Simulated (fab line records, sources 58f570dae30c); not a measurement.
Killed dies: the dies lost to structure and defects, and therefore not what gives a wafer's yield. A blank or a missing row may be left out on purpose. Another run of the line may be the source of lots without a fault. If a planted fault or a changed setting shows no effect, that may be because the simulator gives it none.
fab line records	flow berkeley-cmos170
record lots=5	wafers=15	last-day=11
route steps=331 shown SILICIDE@211 CONTACT@216 M1@238
lots that met no fault: from a run of the same line without faults
start-h: start of the lot's first displayed wafer, in hours after the record's first day	wait-h: time in hours since the lot's previous step	" unchanged from the row above	L1.1+2: a single row standing in for several wafers	- no value, or no start given	* or withheld: withheld	< > ~ a bound
route shown NAME@n: a module of which the file shows steps, and the number in the route of the first	usual: mean/standard deviation of fault-free wafers	same: alike in all rows	chamber/n: place in a boat	sites: per-site readings	_std_site: standard deviation of those values	_edge_site: mean of outer sites minus mean of inner sites	radius-mm: for every site, how far away it sits from the centre of the wafer	mask NAME#n: copy n	behind: the most recent tool/chamber to have shaped the wafer	hold: why the lot was held/for how many hours/how that ended	device: which transistor (n, p or np) failed to switch	end of line: the route-end tests of the same wafers	where a step has no rows: the recipe by itself	killed: the dies lost at the first sort to structure and to defects; this is not the yield of the wafer	map: shows each die of a wafer: x if killed, . if not, _ if none is there
set.NAME: the setting the step ran with; set.NAME@STEP: the setting that earlier step ran with	model.NAME: the simulator's own value behind a step, which no gauge read
a table for each step, a row for each wafer; lots at some steps of the route
services: the hour from which a tool's chamber was out of use, counted from the record's first day as start-h (under 0 if before that day), plus the number of hours and why
## steps
# step UCB170_SILICIDE_SPUTTER_01
# recipe material=Ti	target-thk-nm=30	time-s=25	power-w=1500	chamber-pressure-pa=0.5
# usual throttle-valve-pct=29.9/0.96
lot.wafer	tool	chamber	start-h	wait-h	throttle-valve-pct
L074.4	pvd-sputter-03	-	152.39	0.0	29.1
L074.5	"	-	"	"	29.6
L074.6	"	-	"	"	30.0
L092.1	pvd-sputter-03	-	215.46	0.0	30.3
L092.3	"	-	"	"	29.4
L092.6	"	-	"	"	30.4
L097.1	pvd-sputter-03	-	237.19	0.0	29.5
L097.4	"	-	"	"	28.6
L097.5	"	-	"	"	30.3
L096.3	pvd-sputter-02	-	237.60	0.0	29.4
L096.5	"	-	"	"	30.3
L096.6	"	-	"	"	31.0
L094.3	pvd-sputter-03	-	238.08	0.0	30.7
L094.4	"	-	"	"	29.8
L094.5	"	-	"	"	28.8
# step UCB170_SILICIDE_RS_MEAS_02
# recipe thk-meas-gauge=four-point-probe	reads=Ti_of_SILICIDE_SPUTTER_01
# usual SILICIDE_TI_RS=26.3/0.45
lot.wafer	tool	chamber	start-h	wait-h	SILICIDE_TI_RS[ohm/sq]
L074.4	film-metro-04	-	152.48	0.1	25.9
L074.5	"	-	"	"	25.8
L074.6	"	-	"	"	26.0
L092.1	film-metro-04	-	215.49	0.0	26.6
L092.3	"	-	"	"	26.4
L092.6	"	-	"	"	26.7
L097.1	film-metro-04	-	237.22	0.0	26.2
L097.4	"	-	"	"	26.5
L097.5	"	-	"	"	26.5
L096.3	film-metro-04	-	237.67	0.1	26.5
L096.5	"	-	"	"	25.8
L096.6	"	-	"	"	27.0
L094.3	film-metro-04	-	238.15	0.1	25.8
L094.4	"	-	"	"	25.9
L094.5	"	-	"	"	25.9
# step UCB170_SILICIDE_THK_MEAS_03
# recipe thk-meas-gauge=xrf	reads=Ti_of_SILICIDE_SPUTTER_01
# usual SILICIDE_TI_THK=30.1/0.46
lot.wafer	tool	chamber	start-h	wait-h	SILICIDE_TI_THK[nm]
L074.4	film-metro-04	-	152.57	0.1	30.3
L074.5	"	-	"	"	30.3
L074.6	"	-	"	"	30.2
L092.1	film-metro-04	-	215.61	0.1	29.6
L092.3	"	-	"	"	29.9
L092.6	"	-	"	"	29.6
L097.1	film-metro-04	-	237.34	0.1	30.1
L097.4	"	-	"	"	29.7
L097.5	"	-	"	"	29.7
L096.3	film-metro-04	-	237.77	0.1	29.7
L096.5	"	-	"	"	30.4
L096.6	"	-	"	"	29.3
L094.3	film-metro-04	-	238.25	0.1	30.5
L094.4	"	-	"	"	30.5
L094.5	"	-	"	"	30.5
# step UCB170_SILICIDE_RTA_04
# recipe temp-c=650	time-s=15	ambient=N2
# usual lamp-power-pct=9.7/0.58	wafer_temp_C_max=653.0/0.95
lot.wafer	tool	chamber	start-h	wait-h	lamp-power-pct	wafer_temp_C_max
L074.4	rtp-anneal-01	0	152.64	0.1	9.0	653.3
L074.5	"	0	"	"	9.0	652.0
L074.6	"	0	"	"	9.0	652.1
L092.1	rtp-anneal-02	0	215.67	0.1	10.2	654.4
L092.3	"	0	"	"	10.2	653.0
L092.6	"	0	"	"	10.2	655.0
L097.1	rtp-anneal-02	0	237.40	0.1	10.2	653.3
L097.4	"	0	"	"	10.2	652.5
L097.5	"	0	"	"	10.2	653.7
L096.3	rtp-anneal-02	0	237.84	0.1	10.2	653.3
L096.5	"	0	"	"	10.2	653.9
L096.6	"	0	"	"	10.2	653.2
L094.3	rtp-anneal-01	0	238.34	0.1	9.0	652.3
L094.4	"	0	"	"	9.0	652.2
L094.5	"	0	"	"	9.0	651.7
# step UCB170_SILICIDE_WET_ETCH_05
# recipe chemistry=SPM	time-s=45	temp-c=120	target=Ti
lot.wafer	tool	chamber	start-h	wait-h
L074.4+5+6	wet-bench-04	0	152.67	0.0
L092.1+3+6	wet-bench-04	1	216.10	0.4
L097.1+4+5	wet-bench-04	0	237.48	0.1
L096.3+5+6	wet-bench-04	3	237.89	0.0
L094.3+4+5	wet-bench-01	0	238.44	0.1
# step UCB170_CONTACT_CLEAN_00
# recipe chemistry=SPM	temp-c=120	time-s=600
lot.wafer	tool	chamber	start-h	wait-h
L074.4+5+6	wet-bench-04	0	152.87	0.2
L092.1+3+6	wet-bench-04	1	216.12	0.0
L097.1+4+5	wet-bench-01	3	237.50	0.0
L096.3+5+6	wet-bench-01	3	237.91	0.0
L094.3+4+5	wet-bench-01	3	238.46	0.0
# step UCB170_CONTACT_CVD_01
# recipe material=PSG	target-thk-nm=700	temp-c=450	precursor=SiH4/O2/PH3	time-s=2820	pressure-mtorr=300	sih4-flow-sccm=60	o2-flow-sccm=90	ph3-flow-sccm=25
lot.wafer	tool	chamber	start-h	wait-h
L074.4+5+6	lpcvd-02	1	154.07	1.0
L092.1+3+6	lpcvd-01	1	217.23	0.9
L097.1+4+5	lpcvd-02	0	237.68	0.0
L094.3+4+5	lpcvd-01	0	239.09	0.5
L096.3+5+6	lpcvd-01	0	239.09	1.0
# step UCB170_CONTACT_THK_MEAS_02
# recipe reads=PSG_of_CONTACT_CVD_01
# usual CONTACT_PSG_THK=698/6.5
lot.wafer	tool	chamber	start-h	wait-h	CONTACT_PSG_THK[nm]
L074.4	film-metro-02	-	155.89	0.0	707
L074.5	"	-	"	"	700
L074.6	"	-	"	"	703
L092.1	film-metro-03	-	219.01	0.0	696
L092.3	"	-	"	"	695
L092.6	"	-	"	"	697
L097.1	film-metro-04	-	240.35	0.0	693
L097.4	"	-	"	"	694
L097.5	"	-	"	"	695
L094.3	film-metro-04	-	240.89	0.0	710
L094.4	"	-	"	"	713
L094.5	"	-	"	"	709
L096.3	film-metro-03	-	240.89	0.0	691
L096.5	"	-	"	"	699
L096.6	"	-	"	"	696
# step UCB170_CONTACT_HMDS_03
# recipe prime-time-s=60	prime-temp-c=100
# usual chill-plate-temp-C=23.03/0.1
lot.wafer	tool	chamber	start-h	wait-h	chill-plate-temp-C
L074.4	litho-track-01	0	155.99	0.1	23.10
L074.5	"	0	"	"	23.05
L074.6	"	0	"	"	23.08
L092.1	litho-track-01	0	219.58	0.6	23.03
L092.3	"	0	"	"	23.02
L092.6	"	0	"	"	23.05
L097.1	litho-track-01	0	240.41	0.1	22.91
L097.4	"	0	"	"	22.87
L097.5	"	0	"	"	22.97
L094.3	litho-track-04	0	240.98	0.1	23.05
L094.4	"	0	"	"	23.00
L094.5	"	0	"	"	22.98
L096.3	litho-track-02	0	240.98	0.1	22.91
L096.5	"	0	"	"	23.02
L096.6	"	0	"	"	23.02
# step UCB170_CONTACT_COAT_04
# recipe resist=KrF	spin-rpm=1500	resist-thk-nm=900
# usual chill-plate-temp-C=23.01/0.091
lot.wafer	tool	chamber	start-h	wait-h	chill-plate-temp-C
L074.4	litho-track-01	0	156.14	0.1	23.04
L074.5	"	0	"	"	23.00
L074.6	"	0	"	"	23.07
L092.1	litho-track-01	0	219.73	0.1	23.01
L092.3	"	0	"	"	23.06
L092.6	"	0	"	"	22.98
L097.1	litho-track-01	0	240.56	0.1	22.96
L097.4	"	0	"	"	23.15
L097.5	"	0	"	"	22.99
L094.3	litho-track-04	0	241.13	0.1	23.06
L094.4	"	0	"	"	23.06
L094.5	"	0	"	"	23.10
L096.3	litho-track-02	0	241.13	0.1	23.12
L096.5	"	0	"	"	23.07
L096.6	"	0	"	"	23.15
# step UCB170_CONTACT_SOFTBAKE_05
# recipe resist=KrF	temp-c=129.3	time-s=60
# usual chill-plate-temp-C=23.02/0.11
lot.wafer	tool	chamber	start-h	wait-h	chill-plate-temp-C
L074.4	litho-track-01	0	156.29	0.1	23.21
L074.5	"	0	"	"	23.01
L074.6	"	0	"	"	23.10
L092.1	litho-track-01	0	219.88	0.1	22.95
L092.3	"	0	"	"	22.91
L092.6	"	0	"	"	22.98
L097.1	litho-track-01	0	240.71	0.1	23.06
L097.4	"	0	"	"	22.85
L097.5	"	0	"	"	22.87
L094.3	litho-track-04	0	241.28	0.1	22.84
L094.4	"	0	"	"	22.93
L094.5	"	0	"	"	22.95
L096.3	litho-track-02	0	241.28	0.1	23.19
L096.5	"	0	"	"	22.98
L096.6	"	0	"	"	23.21
# step UCB170_CONTACT_STRIP_06
# recipe chemistry=O2	power-w=400	pressure-mtorr=3500	platen-temp-c=withheld	o2-flow-sccm=400	overash-fraction=0.5
# usual chamber-pressure-mTorr=3500/3.2	drypump-motor-current-A=6.0/0.45	oes-product-au=0.735/0.0046	strip-time-to-endpoint-s=21.98/0.061
lot.wafer	tool	chamber	start-h	wait-h	chamber-pressure-mTorr	drypump-motor-current-A	oes-product-au	rf-hours-counter-h	strip-time-to-endpoint-s
L074.4	plasma-asher-01	1	156.40	0.1	3495	6.6	0.741	-	21.99
L074.5	"	1	"	"	3497	6.5	0.736	-	22.06
L074.6	"	0	"	"	3503	6.0	0.731	-	21.99
L092.1	plasma-asher-04	0	220.03	0.1	3497	6.5	0.734	43	22.00
L092.3	"	1	"	"	3506	5.3	0.740	-	21.97
L092.6	"	0	"	"	3500	6.5	0.739	-	21.95
L097.1	plasma-asher-03	0	240.86	0.1	3500	5.9	0.726	56	21.88
L097.4	"	1	"	"	3501	5.8	0.724	-	21.86
L097.5	"	0	"	"	3500	5.9	0.738	-	21.82
L094.3	plasma-asher-04	1	241.42	0.1	3500	5.3	0.737	-	22.02
L094.4	"	0	"	"	3499	6.5	0.730	-	22.08
L094.5	"	0	"	"	3507	6.4	0.738	-	22.02
L096.3	plasma-asher-03	0	241.42	0.1	3499	6.0	0.728	-	22.04
L096.5	"	0	"	"	3502	5.9	0.736	-	22.02
L096.6	"	1	"	"	3498	5.8	0.731	-	21.99
# step UCB170_CONTACT_CLEAN_07
# recipe chemistry=SPM	temp-c=120	time-s=600
lot.wafer	tool	chamber	start-h	wait-h
L074.4+5+6	wet-bench-01	1	156.84	0.4
L092.1+3+6	wet-bench-04	1	220.13	0.1
L097.1+4+5	wet-bench-01	0	240.96	0.1
L094.3+4+5	wet-bench-02	0	241.48	0.0
L096.3+5+6	wet-bench-02	1	241.48	0.0
# step UCB170_CONTACT_RTA_08
# recipe temp-c=900	time-s=10	ambient=N2
# usual lamp-power-pct=22.5/1.4	wafer_temp_C_max=904.0/1.2
lot.wafer	tool	chamber	start-h	wait-h	lamp-power-pct	wafer_temp_C_max
L074.4	rtp-anneal-01	0	157.05	0.0	21.0	903.5
L074.5	"	0	"	"	21.0	902.2
L074.6	"	0	"	"	21.0	902.0
L092.1	rtp-anneal-01	0	220.31	0.0	21.0	903.4
L092.3	"	0	"	"	21.0	902.5
L092.6	"	0	"	"	21.0	902.2
L097.1	rtp-anneal-01	0	241.14	0.0	20.9	902.1
L097.4	"	0	"	"	21.0	903.0
L097.5	"	0	"	"	20.9	903.3
L096.3	rtp-anneal-02	0	241.68	0.0	23.7	904.1
L096.5	"	0	"	"	23.7	905.4
L096.6	"	0	"	"	23.7	904.2
L094.3	rtp-anneal-01	0	241.70	0.0	20.9	903.7
L094.4	"	0	"	"	21.0	903.0
L094.5	"	0	"	"	21.0	903.5
# step UCB170_CONTACT_COAT_09
# recipe resist=BARC	temp-c=withheld	time-s=withheld	spin-rpm=3000	resist-thk-nm=withheld
# usual chill-plate-temp-C=*
lot.wafer	tool	chamber	start-h	wait-h	chill-plate-temp-C
L074.4	litho-track-02	0	157.16	0.1	*
L074.5	"	0	"	"	*
L074.6	"	0	"	"	*
L092.1	litho-track-02	0	220.89	0.6	*
L092.3	"	0	"	"	*
L092.6	"	0	"	"	*
L097.1	litho-track-01	0	241.27	0.1	*
L097.4	"	0	"	"	*
L097.5	"	0	"	"	*
L096.3	litho-track-01	0	241.77	0.1	*
L096.5	"	0	"	"	*
L096.6	"	0	"	"	*
L094.3	litho-track-02	0	241.88	0.2	*
L094.4	"	0	"	"	*
L094.5	"	0	"	"	*
# step UCB170_CONTACT_COAT_10
# recipe resist=KrF	spin-rpm=1500	resist-thk-nm=900
# usual chill-plate-temp-C=22.99/0.095
lot.wafer	tool	chamber	start-h	wait-h	chill-plate-temp-C
L074.4	litho-track-02	0	-	-	23.05
L074.5	"	0	"	"	23.04
L074.6	"	0	"	"	23.02
L092.1	litho-track-02	0	-	-	22.99
L092.3	"	0	"	"	23.07
L092.6	"	0	"	"	23.10
L097.1	litho-track-01	0	-	-	22.96
L097.4	"	0	"	"	22.91
L097.5	"	0	"	"	22.96
L096.3	litho-track-01	0	-	-	23.01
L096.5	"	0	"	"	22.92
L096.6	"	0	"	"	22.95
L094.3	litho-track-02	0	-	-	22.77
L094.4	"	0	"	"	22.79
L094.5	"	0	"	"	22.91
# step UCB170_CONTACT_SOFTBAKE_11
# recipe resist=KrF	temp-c=131.1	time-s=60
# usual chill-plate-temp-C=22.98/0.094
lot.wafer	tool	chamber	start-h	wait-h	chill-plate-temp-C
L074.4	litho-track-02	0	-	-	22.93
L074.5	"	0	"	"	23.06
L074.6	"	0	"	"	22.89
L092.1	litho-track-02	0	-	-	23.08
L092.3	"	0	"	"	22.90
L092.6	"	0	"	"	22.87
L097.1	litho-track-01	0	-	-	23.20
L097.4	"	0	"	"	23.07
L097.5	"	0	"	"	23.20
L096.3	litho-track-01	0	-	-	22.92
L096.5	"	0	"	"	22.95
L096.6	"	0	"	"	22.92
L094.3	litho-track-02	0	-	-	23.04
L094.4	"	0	"	"	23.10
L094.5	"	0	"	"	22.68
# step UCB170_CONTACT_EXPOSE_12
# recipe mask-id=CONT	target-cd-nm=700	na=0.5	sigma-outer=0.6	source-shape=conventional	dose-mj=35
# usual reticle-temp-C=22.98/0.1
lot.wafer	tool	chamber	start-h	wait-h	mask	reticle-temp-C
L074.4	krf-scanner-01	0	157.72	-	CONT#0	22.89
L074.5	"	0	"	"	CONT#0	22.91
L074.6	"	0	"	"	CONT#0	22.98
L092.1	krf-scanner-02	0	221.47	-	CONT#0	23.26
L092.3	"	0	"	"	CONT#0	23.14
L092.6	"	0	"	"	CONT#0	23.10
L097.1	krf-scanner-01	0	241.85	-	CONT#0	22.95
L097.4	"	0	"	"	CONT#0	22.92
L097.5	"	0	"	"	CONT#0	23.05
L096.3	krf-scanner-02	0	242.34	-	CONT#0	23.00
L096.5	"	0	"	"	CONT#0	22.95
L096.6	"	0	"	"	CONT#0	23.08
L094.3	krf-scanner-02	0	242.45	-	CONT#0	23.14
L094.4	"	0	"	"	CONT#0	23.01
L094.5	"	0	"	"	CONT#0	22.90
# step UCB170_CONTACT_PEB_13
# recipe peb-temp-c=130	peb-time-s=withheld	resist=KrF
# usual chill-plate-temp-C=22.98/0.1
lot.wafer	tool	chamber	start-h	wait-h	chill-plate-temp-C
L074.4	litho-track-01	0	158.26	0.5	22.98
L074.5	"	0	"	"	22.93
L074.6	"	0	"	"	23.00
L092.1	litho-track-02	0	222.07	0.6	22.95
L092.3	"	0	"	"	23.00
L092.6	"	0	"	"	22.73
L097.1	litho-track-04	0	242.05	0.2	22.95
L097.4	"	0	"	"	22.92
L097.5	"	0	"	"	23.15
L096.3	litho-track-01	0	242.47	0.1	23.05
L096.5	"	0	"	"	22.92
L096.6	"	0	"	"	23.17
L094.3	litho-track-04	0	242.70	0.2	23.07
L094.4	"	0	"	"	23.06
L094.5	"	0	"	"	23.12
# step UCB170_CONTACT_DEVELOP_14
# recipe developer=TMAH	develop-time-s=45	resist=KrF	dev-temp-c=21
# usual chill-plate-temp-C=23.00/0.1
lot.wafer	tool	chamber	start-h	wait-h	chill-plate-temp-C
L074.4	litho-track-01	0	-	-	23.11
L074.5	"	0	"	"	23.08
L074.6	"	0	"	"	23.20
L092.1	litho-track-02	0	-	-	23.12
L092.3	"	0	"	"	22.99
L092.6	"	0	"	"	22.83
L097.1	litho-track-04	0	-	-	23.01
L097.4	"	0	"	"	23.04
L097.5	"	0	"	"	23.01
L096.3	litho-track-01	0	-	-	23.23
L096.5	"	0	"	"	22.92
L096.6	"	0	"	"	22.96
L094.3	litho-track-04	0	-	-	22.81
L094.4	"	0	"	"	23.03
L094.5	"	0	"	"	22.85
# step UCB170_CONTACT_CD_MEAS_15
# recipe target-cd-nm=700
# usual cd-nm=699.7/1.3
lot.wafer	tool	chamber	start-h	wait-h	cd-nm
L074.4	cd-sem-02	-	158.52	-	698.6
L074.5	"	-	"	"	698.3
L074.6	"	-	"	"	699.3
L092.1	cd-sem-01	-	222.34	-	698.1
L092.3	"	-	"	"	698.3
L092.6	"	-	"	"	697.6
L097.1	cd-sem-02	-	242.32	-	697.8
L097.4	"	-	"	"	698.3
L097.5	"	-	"	"	697.8
L096.3	cd-sem-02	-	242.73	-	698.7
L096.5	"	-	"	"	697.7
L096.6	"	-	"	"	698.9
L094.3	cd-sem-02	-	242.97	-	700.2
L094.4	"	-	"	"	699.5
L094.5	"	-	"	"	699.4
# step UCB170_CONTACT_OVL_MEAS_16
# usual CONTACT_OVL=-2/5.8
lot.wafer	tool	chamber	start-h	wait-h	CONTACT_OVL[nm]
L074.4	overlay-02	-	158.59	0.1	1
L074.5	"	-	"	"	-2
L074.6	"	-	"	"	-1
L092.1	overlay-02	-	222.46	0.1	0
L092.3	"	-	"	"	-2
L092.6	"	-	"	"	-1
L097.1	overlay-01	-	242.44	0.1	0
L097.4	"	-	"	"	4
L097.5	"	-	"	"	3
L096.3	overlay-01	-	242.82	0.1	-16
L096.5	"	-	"	"	-16
L096.6	"	-	"	"	-6
L094.3	overlay-02	-	243.06	0.1	-13
L094.4	"	-	"	"	-5
L094.5	"	-	"	"	-4
# step UCB170_CONTACT_ETCH_17
# recipe chemistry=N2/H2	target-depth-a=withheld	overetch-a=withheld	target=BARC	time-s=withheld	source-w=500	bias-w=100	pressure-mtorr=30	n2-flow-sccm=100	h2-flow-sccm=200
# usual chamber-pressure-mTorr=29.999/0.027	drypump-motor-current-A=5.5/0.33	oes-product-au=0.998/0.019	throttle-valve-pct=13.30/0.22
lot.wafer	tool	chamber	start-h	wait-h	chamber-pressure-mTorr	drypump-motor-current-A	oes-product-au	throttle-valve-pct
L074.4	rie-diel-01	1	158.61	0.0	29.989	5.9	0.990	13.06
L074.5	"	0	"	"	29.971	5.4	0.973	13.23
L074.6	"	1	"	"	29.980	5.9	0.986	13.07
L092.1	rie-diel-04	2	222.50	0.0	29.983	5.8	1.006	13.70
L092.3	"	0	"	"	30.001	5.9	0.985	13.54
L092.6	"	1	"	"	30.061	5.4	1.003	13.27
L097.1	rie-diel-01	2	242.48	0.0	29.993	6.2	1.012	13.45
L097.4	"	1	"	"	29.991	5.9	0.978	13.07
L097.5	"	2	"	"	30.024	6.2	1.008	13.45
L096.3	rie-diel-03	2	242.85	0.0	30.024	5.2	0.999	13.21
L096.5	"	0	"	"	29.963	5.4	0.984	13.06
L096.6	"	1	"	"	30.011	6.0	1.031	13.31
L094.3	rie-diel-04	2	243.08	0.0	30.010	5.8	1.001	13.69
L094.4	"	0	"	"	30.008	5.8	0.984	13.54
L094.5	"	2	"	"	30.022	5.8	1.003	13.69
# step UCB170_CONTACT_ETCH_18
# recipe chemistry=CHF3/CF4/Ar	target=PSG	stop-on=TiSi2	CHF3_flow_sccm=45	cf4-flow-sccm=15	Ar_flow_sccm=150	pressure-mtorr=200	rf-w=700	target-depth-a=8400	over-etch-frac=0.2	time-s=195
# usual chamber-pressure-mTorr=200.03/0.19	drypump-motor-current-A=5.5/0.33	oes-product-au=0.896/0.014	throttle-valve-pct=6.91/0.13
lot.wafer	tool	chamber	start-h	wait-h	chamber-pressure-mTorr	drypump-motor-current-A	oes-product-au	rf-hours-counter-h	throttle-valve-pct
L074.4	rie-diel-01	1	-	-	200.03	5.9	0.901	69	6.75
L074.5	"	0	"	"	200.06	5.5	0.875	-	6.89
L074.6	"	1	"	"	200.12	5.9	0.901	-	6.75
L092.1	rie-diel-04	2	-	-	200.04	5.8	0.888	78	7.14
L092.3	"	0	"	"	200.38	5.9	0.871	1	7.09
L092.6	"	1	"	"	199.71	5.3	0.893	-	6.94
L097.1	rie-diel-01	2	-	-	200.39	6.2	0.906	4	6.94
L097.4	"	1	"	"	200.05	5.9	0.907	73	6.76
L097.5	"	2	"	"	200.12	6.2	0.897	-	6.93
L096.3	rie-diel-03	2	-	-	200.19	5.2	0.894	22	6.92
L096.5	"	0	"	"	200.14	5.4	0.881	-	6.77
L096.6	"	1	"	"	200.01	6.0	0.910	-	6.87
L094.3	rie-diel-04	2	-	-	200.14	5.8	0.912	80	7.14
L094.4	"	0	"	"	199.71	5.8	0.885	3	7.08
L094.5	"	2	"	"	199.85	5.8	0.900	-	7.14
# step UCB170_CONTACT_STRIP_19
# recipe chemistry=O2	power-w=400	pressure-mtorr=3500	platen-temp-c=withheld	o2-flow-sccm=400	overash-fraction=0.5
# usual chamber-pressure-mTorr=3500/3.2	drypump-motor-current-A=6.1/0.46	oes-product-au=0.725/0.0049
lot.wafer	tool	chamber	start-h	wait-h	chamber-pressure-mTorr	drypump-motor-current-A	oes-product-au	rf-hours-counter-h
L074.4	plasma-asher-03	1	158.81	-	3500	5.8	0.725	-
L074.5	"	1	"	"	3504	5.9	0.734	-
L074.6	"	0	"	"	3504	5.9	0.723	-
L092.1	plasma-asher-04	0	222.66	-	3498	6.5	0.726	44
L092.3	"	0	"	"	3501	6.6	0.721	-
L092.6	"	1	"	"	3495	5.3	0.725	-
L097.1	plasma-asher-01	0	242.65	-	3504	6.0	0.725	56
L097.4	"	0	"	"	3502	6.0	0.726	-
L097.5	"	1	"	"	3504	6.6	0.728	-
L096.3	plasma-asher-04	0	243.05	-	3507	6.5	0.721	-
L096.5	"	0	"	"	3503	6.5	0.725	-
L096.6	"	1	"	"	3502	5.3	0.717	-
L094.3	plasma-asher-01	0	243.28	-	3498	6.0	0.724	-
L094.4	"	1	"	"	3503	6.5	0.734	-
L094.5	"	1	"	"	3499	6.5	0.727	-
# step UCB170_CONTACT_CD_MEAS_90
# recipe target-cd-nm=700
# usual cd-nm=699.8/1.4
lot.wafer	tool	chamber	start-h	wait-h	cd-nm
L074.4	cd-sem-01	-	158.94	0.1	697.6
L074.5	"	-	"	"	697.4
L074.6	"	-	"	"	698.3
L092.1	cd-sem-01	-	222.76	0.1	698.4
L092.3	"	-	"	"	697.4
L092.6	"	-	"	"	697.7
L097.1	cd-sem-01	-	242.77	0.1	698.6
L097.4	"	-	"	"	697.6
L097.5	"	-	"	"	698.8
L096.3	cd-sem-01	-	243.24	0.2	698.0
L096.5	"	-	"	"	698.6
L096.6	"	-	"	"	699.7
L094.3	cd-sem-01	-	243.39	0.1	701.1
L094.4	"	-	"	"	699.0
L094.5	"	-	"	"	699.8
# step UCB170_CONTACT_CLEAN_20
# recipe chemistry=SPM	temp-c=120	time-s=600
lot.wafer	tool	chamber	start-h	wait-h
L074.4+5+6	wet-bench-04	1	160.60	1.6
L092.1+3+6	wet-bench-04	1	225.06	2.3
L097.1+4+5	wet-bench-02	2	242.89	0.1
L096.3+5+6	wet-bench-01	1	243.32	0.1
L094.3+4+5	wet-bench-02	0	243.47	0.1
# step UCB170_M1_SPUTTER_00
# recipe material=Al	target-thk-nm=600	time-s=80	power-w=6000	chamber-pressure-pa=0.5
# usual throttle-valve-pct=30.0/0.81
lot.wafer	tool	chamber	start-h	wait-h	throttle-valve-pct
L074.4	pvd-sputter-03	-	160.79	0.0	28.7
L074.5	"	-	"	"	29.4
L074.6	"	-	"	"	28.5
L092.1	pvd-sputter-03	-	225.24	0.0	29.4
L092.3	"	-	"	"	28.8
L092.6	"	-	"	"	30.6
L097.1	pvd-sputter-02	-	243.07	0.0	30.8
L097.4	"	-	"	"	31.0
L097.5	"	-	"	"	30.5
L096.3	pvd-sputter-01	-	243.50	0.0	28.6
L096.5	"	-	"	"	30.8
L096.6	"	-	"	"	30.3
L094.3	pvd-sputter-03	-	243.64	0.0	28.7
L094.4	"	-	"	"	29.8
L094.5	"	-	"	"	28.6
# step UCB170_M1_RS_MEAS_01
# recipe thk-meas-gauge=four-point-probe	reads=Al_of_M1_SPUTTER_00
# usual M1_AL_RS=0.0485/0.00055
lot.wafer	tool	chamber	start-h	wait-h	M1_AL_RS[ohm/sq]
L074.4	film-metro-01	-	160.92	0.1	0.0478
L074.5	"	-	"	"	0.0482
L074.6	"	-	"	"	0.0474
L092.1	film-metro-02	-	225.30	0.0	0.0488
L092.3	"	-	"	"	0.0488
L092.6	"	-	"	"	0.0488
L097.1	film-metro-01	-	243.13	0.0	0.0491
L097.4	"	-	"	"	0.0488
L097.5	"	-	"	"	0.0492
L096.3	film-metro-02	-	243.60	0.1	0.0491
L096.5	"	-	"	"	0.0486
L096.6	"	-	"	"	0.0480
L094.3	film-metro-01	-	243.75	0.1	0.0485
L094.4	"	-	"	"	0.0483
L094.5	"	-	"	"	0.0490
# step UCB170_M1_THK_MEAS_02
# recipe thk-meas-gauge=xrf	reads=Al_of_M1_SPUTTER_00
# usual M1_AL_THK=607/7
lot.wafer	tool	chamber	start-h	wait-h	M1_AL_THK[nm]
L074.4	film-metro-01	-	161.01	0.1	619
L074.5	"	-	"	"	616
L074.6	"	-	"	"	625
L092.1	film-metro-02	-	225.42	0.1	602
L092.3	"	-	"	"	604
L092.6	"	-	"	"	603
L097.1	film-metro-01	-	243.25	0.1	605
L097.4	"	-	"	"	603
L097.5	"	-	"	"	605
L096.3	film-metro-02	-	243.70	0.1	593
L096.5	"	-	"	"	606
L096.6	"	-	"	"	609
L094.3	film-metro-01	-	243.85	0.1	613
L094.4	"	-	"	"	616
L094.5	"	-	"	"	604
# step UCB170_M1_COAT_03
# recipe resist=BARC	temp-c=withheld	time-s=withheld	spin-rpm=3000	resist-thk-nm=withheld
# usual chill-plate-temp-C=*
lot.wafer	tool	chamber	start-h	wait-h	chill-plate-temp-C
L074.4	litho-track-03	0	161.56	0.5	*
L074.5	"	0	"	"	*
L074.6	"	0	"	"	*
L092.1	litho-track-02	0	225.86	0.4	*
L092.3	"	0	"	"	*
L092.6	"	0	"	"	*
L097.1	litho-track-02	0	243.34	0.1	*
L097.4	"	0	"	"	*
L097.5	"	0	"	"	*
L096.3	litho-track-03	0	243.79	0.1	*
L096.5	"	0	"	"	*
L096.6	"	0	"	"	*
L094.3	litho-track-02	0	244.18	0.3	*
L094.4	"	0	"	"	*
L094.5	"	0	"	"	*
## services
tool	chamber	start-h	hours	kind
krf-scanner-01	-	134.42	1.3	pm
pvd-sputter-01	-	149.69	1.0	repair
rie-diel-04	-	154.08	0.5	repair
plasma-asher-03	-	154.94	2.8	pm
rie-diel-03	1	162.57	-	clean
rie-diel-03	1	162.57	13.0	scheduled-down
rie-diel-03	1	162.57	13.0	vent-cycle
plasma-asher-03	-	163.50	9.4	repair
pvd-sputter-03	-	181.74	4.0	repair
krf-scanner-01	-	184.25	21.0	pm
rie-diel-01	0	187.21	4.4	repair
rie-diel-04	0	188.83	-	clean
rie-diel-04	0	188.83	19.0	scheduled-down
rie-diel-04	0	188.83	19.0	vent-cycle
pvd-sputter-01	-	199.58	10.5	repair
rie-diel-01	-	203.80	14.6	pm
krf-scanner-01	-	205.25	3.6	pm
krf-scanner-01	-	208.17	2.9	repair
rie-diel-01	2	218.84	4.0	repair
rie-diel-04	1	223.93	4.5	repair
wet-bench-02	-	226.99	2.9	repair
pvd-sputter-03	-	229.01	1.3	repair
plasma-asher-03	-	242.31	5.1	repair
## key
fault none
